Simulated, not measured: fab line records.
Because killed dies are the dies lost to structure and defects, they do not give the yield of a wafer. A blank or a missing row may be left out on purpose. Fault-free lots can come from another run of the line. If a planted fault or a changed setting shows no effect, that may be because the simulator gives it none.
The same fault as seen by 2 desks -- flow berkeley_cmos170 -- every desk sees just its own numbers, and what lay behind them comes last

## FOR THE TOOL OWNER'S DESK: plasma_asher-04
The tool's own readings at UCB170_ACTIVE_STRIP_16 (strips in O2): means of the sampled wafers that have a number, for each lot that ran on this tool. If a lot's mean is further than 4 standard deviations from the usual mean, the lot is out of limits and carries the mark OUT (the distance appears in the brackets).
Columns: A = drypump_motor_current_A at UCB170_ACTIVE_STRIP_16, usual 5.8 A; B = o2_flow_sccm at UCB170_ACTIVE_STRIP_16, usual 399.7 sccm; C = oes_product_au at UCB170_ACTIVE_STRIP_16, usual 0.721 a.u.; D = strip_time_to_endpoint_s at UCB170_ACTIVE_STRIP_16, usual 18.11 s
lot,first seen here,A,B,C,D
L762,day 4 08:32,5.8,399.1,0.720,18.21
L763,day 4 19:58,5.7,399.7,0.718,18.14
L769,day 6 01:10,5.9,400.0,0.721,18.08
L771,day 7 02:07,5.8,399.2,0.721,18.15
L773,day 7 09:01,5.9,399.8,0.720,18.03
L783,day 9 17:38,5.9,399.1,0.719,18.19
This desk's finding: nothing out of limits on any of the 6 lots.

## AT THE METROLOGY DESK
What the gauges read for every lot (on any tool): the sampled wafers with a number, averaged. If a lot's mean is further than 4 standard deviations from the usual mean, the lot is out of limits and carries the mark OUT (the distance appears in the brackets).
Columns: A = V1_BOW at UCB170_V1_BOW_MEAS_03, usual 19 um; B = cd_nm at UCB170_M2_CD_MEAS_15, usual 699.6 nm
lot,first seen here,A,B
L763,day 7 22:47,24,698.6
L761,day 8 00:07,20,700.2
L762,day 8 04:23,16,696.3
L764,day 8 09:53,12,699.3
L769,day 9 14:04,19,698.9
L771,day 10 22:47,22,699.8
L774,day 11 00:07,21,699.9
L773,day 11 01:25,19,700.0
L776,day 11 16:49,17,699.5
L775,day 11 18:10,24,701.3
L779,day 12 03:52,15,699.9
L778,day 12 03:56,23,696.5
L780,day 12 11:54,16,698.5
L783,day 13 10:25,17,701.5
L784,day 13 11:41,22,700.1
This desk's finding: nothing out of limits on any of the 15 lots.

## ALL TOGETHER
The tool owner's desk saw nothing out of limits.
The metrology desk saw nothing out of limits.

## WHAT THE SIMULATOR PUT IN
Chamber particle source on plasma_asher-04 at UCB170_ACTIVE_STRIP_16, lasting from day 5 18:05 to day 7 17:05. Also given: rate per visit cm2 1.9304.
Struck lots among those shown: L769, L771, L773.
